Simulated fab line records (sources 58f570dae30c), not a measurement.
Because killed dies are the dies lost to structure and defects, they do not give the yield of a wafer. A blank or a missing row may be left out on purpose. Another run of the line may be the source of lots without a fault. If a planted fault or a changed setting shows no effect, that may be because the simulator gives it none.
Which tool is to blame? :: flow berkeley-cmos170 :: Sampling: 14 lots, 42 wafers, 6 of 331 route steps

WHAT THE GAUGES READ, wafer by wafer
UCB170_M2_RS_MEAS_02: measurement is done with a four-point probe.
lot: L378
measured: day 7 05:56
on: film-metro-02
M2_AL_RS (ohm/sq): 0.0318 0.0323 0.0317

lot: L379
measured: day 8 07:57
on: film-metro-04
M2_AL_RS (ohm/sq): 0.0323 0.0320 0.0317

lot: L380
measured: day 8 07:47
on: film-metro-04
M2_AL_RS (ohm/sq): 0.0320 0.0318 0.0318

lot: L381
measured: day 8 12:49
on: film-metro-01
M2_AL_RS (ohm/sq): 0.0315 0.0315 0.0310

lot: L382
measured: day 8 20:58
on: film-metro-02
M2_AL_RS (ohm/sq): 0.0313 0.0313 0.0313

lot: L383
measured: day 8 21:25
on: film-metro-01
M2_AL_RS (ohm/sq): 0.0316 0.0319 0.0315

lot: L386
measured: day 9 05:29
on: film-metro-02
M2_AL_RS (ohm/sq): 0.0322 0.0320 0.0321

lot: L389
measured: day 10 12:14
on: film-metro-01
M2_AL_RS (ohm/sq): 0.0377 0.0378 0.0373

lot: L390
measured: day 10 16:55
on: film-metro-02
M2_AL_RS (ohm/sq): 0.0380 0.0377 0.0375

lot: L393
measured: day 10 16:46
on: film-metro-04
M2_AL_RS (ohm/sq): 0.0313 0.0313 0.0318

lot: L394
measured: day 10 17:21
on: film-metro-04
M2_AL_RS (ohm/sq): 0.0312 0.0316 0.0318

lot: L397
measured: day 11 16:34
on: film-metro-01
M2_AL_RS (ohm/sq): 0.0315 0.0318 0.0320

lot: L401
measured: day 12 12:05
on: film-metro-01
M2_AL_RS (ohm/sq): 0.0317 0.0317 0.0317

lot: L400
measured: day 12 12:21
on: film-metro-01
M2_AL_RS (ohm/sq): 0.0322 0.0321 0.0322

UCB170_M2_THK_MEAS_03: measures by xrf.
lot: L378
measured: day 7 06:03
on: film-metro-02
M2_AL_THK (nm): 925 909 919

lot: L379
measured: day 8 08:04
on: film-metro-04
M2_AL_THK (nm): 905 917 923

lot: L380
measured: day 8 07:53
on: film-metro-04
M2_AL_THK (nm): 919 923 917

lot: L381
measured: day 8 12:56
on: film-metro-01
M2_AL_THK (nm): 924 925 938

lot: L382
measured: day 8 21:04
on: film-metro-02
M2_AL_THK (nm): 940 941 946

lot: L383
measured: day 8 21:31
on: film-metro-01
M2_AL_THK (nm): 923 913 925

lot: L386
measured: day 9 05:36
on: film-metro-02
M2_AL_THK (nm): 915 922 917

lot: L389
measured: day 10 12:22
on: film-metro-01
M2_AL_THK (nm): 799 795 803

lot: L390
measured: day 10 17:02
on: film-metro-02
M2_AL_THK (nm): 804 807 812

lot: L393
measured: day 10 16:53
on: film-metro-04
M2_AL_THK (nm): 943 942 928

lot: L394
measured: day 10 17:28
on: film-metro-04
M2_AL_THK (nm): 942 931 929

lot: L397
measured: day 11 16:41
on: film-metro-01
M2_AL_THK (nm): 921 914 912

lot: L401
measured: day 12 12:12
on: film-metro-01
M2_AL_THK (nm): 920 915 918

lot: L400
measured: day 12 12:27
on: film-metro-01
M2_AL_THK (nm): 905 906 905

UCB170_M2_CD_MEAS_15: the cd target is 700 nm.
lot: L378
measured: day 7 09:04
on: cd-sem-02
cd-nm (nm): 699.6 699.6 700.2

lot: L379
measured: day 8 09:53
on: cd-sem-01
cd-nm (nm): 699.9 698.6 701.5

lot: L380
measured: day 8 09:39
on: cd-sem-02
cd-nm (nm): 699.4 699.3 699.6

lot: L381
measured: day 8 14:59
on: cd-sem-02
cd-nm (nm): 699.1 698.3 698.3

lot: L382
measured: day 8 23:22
on: cd-sem-01
cd-nm (nm): 699.9 700.3 700.0

lot: L383
measured: day 8 23:56
on: cd-sem-02
cd-nm (nm): 698.0 696.7 698.9

lot: L386
measured: day 9 09:34
on: cd-sem-01
cd-nm (nm): 700.4 701.2 700.5

lot: L389
measured: day 10 14:35
on: cd-sem-02
cd-nm (nm): 699.6 700.8 700.7

lot: L390
measured: day 10 19:34
on: cd-sem-02
cd-nm (nm): 700.9 701.1 700.2

lot: L393
measured: day 10 19:20
on: cd-sem-02
cd-nm (nm): 699.8 700.6 698.8

lot: L394
measured: day 10 20:11
on: cd-sem-02
cd-nm (nm): 699.0 699.2 698.8

lot: L397
measured: day 11 18:55
on: cd-sem-02
cd-nm (nm): 700.5 701.0 701.3

lot: L401
measured: day 12 15:03
on: cd-sem-01
cd-nm (nm): 700.4 700.7 700.6

lot: L400
measured: day 12 15:41
on: cd-sem-01
cd-nm (nm): 699.4 699.5 697.8

UCB170_M2_OVL_MEAS_16.
lot: L378
measured: day 7 09:11
on: overlay-02
M2_OVL (nm): 9 11 -1

lot: L379
measured: day 8 10:00
on: overlay-01
M2_OVL (nm): 8 -2 1

lot: L380
measured: day 8 09:46
on: overlay-01
M2_OVL (nm): -8 -3 -5

lot: L381
measured: day 8 15:07
on: overlay-01
M2_OVL (nm): 8 2 -2

lot: L382
measured: day 8 23:26
on: overlay-01
M2_OVL (nm): -2 9 0

lot: L383
measured: day 9 00:02
on: overlay-02
M2_OVL (nm): 9 -2 4

lot: L386
measured: day 9 09:40
on: overlay-02
M2_OVL (nm): 3 7 4

lot: L389
measured: day 10 14:43
on: overlay-01
M2_OVL (nm): -6 1 0

lot: L390
measured: day 10 19:41
on: overlay-02
M2_OVL (nm): -7 -2 -3

lot: L393
measured: day 10 19:28
on: overlay-02
M2_OVL (nm): 2 -5 -1

lot: L394
measured: day 10 20:18
on: overlay-01
M2_OVL (nm): 5 6 -2

lot: L397
measured: day 11 19:02
on: overlay-01
M2_OVL (nm): 0 12 -1

lot: L401
measured: day 12 15:10
on: overlay-02
M2_OVL (nm): -1 -1 -5

lot: L400
measured: day 12 15:46
on: overlay-02
M2_OVL (nm): -2 -7 -7

TOOL THAT RAN EACH LOT (tool first, then ch and the chambers of the sampled wafers, then the start)
lot: L378
UCB170_V1_CMP_02: cmp-02 ch 0,1,2, day 7 03:20
UCB170_M2_SPUTTER_01: pvd-sputter-02, day 7 05:51

lot: L379
UCB170_V1_CMP_02: cmp-02 ch 1,2,3, day 8 04:15
UCB170_M2_SPUTTER_01: pvd-sputter-04, day 8 07:52

lot: L380
UCB170_V1_CMP_02: cmp-01 ch 1,2, day 8 04:15
UCB170_M2_SPUTTER_01: pvd-sputter-01, day 8 07:40

lot: L381
UCB170_V1_CMP_02: cmp-01 ch 0,2,3, day 8 10:10
UCB170_M2_SPUTTER_01: pvd-sputter-01, day 8 12:39

lot: L382
UCB170_V1_CMP_02: cmp-02 ch 1,2,3, day 8 18:31
UCB170_M2_SPUTTER_01: pvd-sputter-01, day 8 20:49

lot: L383
UCB170_V1_CMP_02: cmp-02 ch 0,1, day 8 18:40
UCB170_M2_SPUTTER_01: pvd-sputter-04, day 8 21:18

lot: L386
UCB170_V1_CMP_02: cmp-02 ch 0,3, day 9 01:39
UCB170_M2_SPUTTER_01: pvd-sputter-02, day 9 05:23

lot: L389
UCB170_V1_CMP_02: cmp-01 ch 1,3, day 10 08:16
UCB170_M2_SPUTTER_01: pvd-sputter-02, day 10 12:10

lot: L390
UCB170_V1_CMP_02: cmp-02 ch 0,1,2, day 10 14:22
UCB170_M2_SPUTTER_01: pvd-sputter-02, day 10 16:50

lot: L393
UCB170_V1_CMP_02: cmp-01 ch 0,2,3, day 10 14:22
UCB170_M2_SPUTTER_01: pvd-sputter-01, day 10 16:41

lot: L394
UCB170_V1_CMP_02: cmp-01 ch 1,2,3, day 10 14:40
UCB170_M2_SPUTTER_01: pvd-sputter-01, day 10 17:16

lot: L397
UCB170_V1_CMP_02: cmp-01 ch 1,2, day 11 13:16
UCB170_M2_SPUTTER_01: pvd-sputter-01, day 11 16:28

lot: L401
UCB170_V1_CMP_02: cmp-02 ch 0,1, day 12 06:58
UCB170_M2_SPUTTER_01: pvd-sputter-01, day 12 11:57

lot: L400
UCB170_V1_CMP_02: cmp-01 ch 1,3, day 12 07:01
UCB170_M2_SPUTTER_01: pvd-sputter-01, day 12 12:13
- UCB170_V1_CMP_02: polishes SiO2.
- UCB170_M2_SPUTTER_01: material Al, target thk 900 nm, time 120 s.

AS READ BY THE TOOLS THEMSELVES (means over the sampled wafers that have a number; for cases with no such wafer, the mark the record gives instead)
UCB170_V1_CMP_02.
lot: L378
tool: cmp-02
motor-current-A (A): 17.6

lot: L379
tool: cmp-02
motor-current-A (A): 16.0

lot: L380
tool: cmp-01
motor-current-A (A): 17.4

lot: L381
tool: cmp-01
motor-current-A (A): 14.7

lot: L382
tool: cmp-02
motor-current-A (A): 16.0

lot: L383
tool: cmp-02
motor-current-A (A): 17.5

lot: L386
tool: cmp-02
motor-current-A (A): 18.0

lot: L389
tool: cmp-01
motor-current-A (A): 14.4

lot: L390
tool: cmp-02
motor-current-A (A): 17.0

lot: L393
tool: cmp-01
motor-current-A (A): 13.9

lot: L394
tool: cmp-01
motor-current-A (A): 15.2

lot: L397
tool: cmp-01
motor-current-A (A): 16.3

lot: L401
tool: cmp-02
motor-current-A (A): 17.8

lot: L400
tool: cmp-01
motor-current-A (A): 15.9

UCB170_M2_SPUTTER_01.
lot: L378
tool: pvd-sputter-02
throttle-valve-pct (%): 30.6

lot: L379
tool: pvd-sputter-04
throttle-valve-pct (%): 30.5

lot: L380
tool: pvd-sputter-01
throttle-valve-pct (%): 29.3

lot: L381
tool: pvd-sputter-01
throttle-valve-pct (%): 29.3

lot: L382
tool: pvd-sputter-01
throttle-valve-pct (%): 29.0

lot: L383
tool: pvd-sputter-04
throttle-valve-pct (%): 30.5

lot: L386
tool: pvd-sputter-02
throttle-valve-pct (%): 30.2

lot: L389
tool: pvd-sputter-02
throttle-valve-pct (%): 31.0

lot: L390
tool: pvd-sputter-02
throttle-valve-pct (%): 29.8

lot: L393
tool: pvd-sputter-01
throttle-valve-pct (%): 29.2

lot: L394
tool: pvd-sputter-01
throttle-valve-pct (%): 29.3

lot: L397
tool: pvd-sputter-01
throttle-valve-pct (%): 29.5

lot: L401
tool: pvd-sputter-01
throttle-valve-pct (%): 29.3

lot: L400
tool: pvd-sputter-01
throttle-valve-pct (%): 29.1

THE ANSWER, worked out from the rows above alone
Rule: the lots themselves supply what counts as usual. The widest of any qualifying gaps counts: lots, ordered by their means at a reading, are off when they make up no more than a third of the lots, leave a main group of 4 or more, and stand apart from it by 3 or more times the standard deviation of that group's means. The tables above print the reading to a certain number of digits; a main group whose means all agree to those digits is not used. A lot without any number at a reading at which 4 lots or more have one is off too. All remaining lots with rows at the step are treated as sound. Order of review: gauges by route order, followed by the tools' own readings, for which a lot's mean as printed above is used. At the first step where some lot is off, the reading lying furthest off is the one used; lots without a number count as furthest.
Off: at UCB170_M2_RS_MEAS_02 (M2_AL_RS), L389, L390. For the main group the mean is 0.0317 ohm/sq and the standard deviation 0.00028.
A tool fits if, at a process step before that reading, it ran every lot that is off, and no sound lot after the first of them. The gauges at UCB170_M2_RS_MEAS_02 are tried like those tools. One fits: UCB170_M2_SPUTTER_01 on pvd-sputter-02. Its last sound lot is L386 (day 9 05:23), its first lot that is off L389 (day 10 12:10): a fault that began between those two fits.

WHAT THE SIMULATOR HAD INSERTED
Site profile drift: pvd-sputter-02, from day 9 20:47 on, at UCB170_M2_SPUTTER_01. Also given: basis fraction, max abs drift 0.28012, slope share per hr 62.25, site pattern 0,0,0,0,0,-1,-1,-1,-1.
Struck lots among those shown: L389, L390. This agrees with what the rule above found.
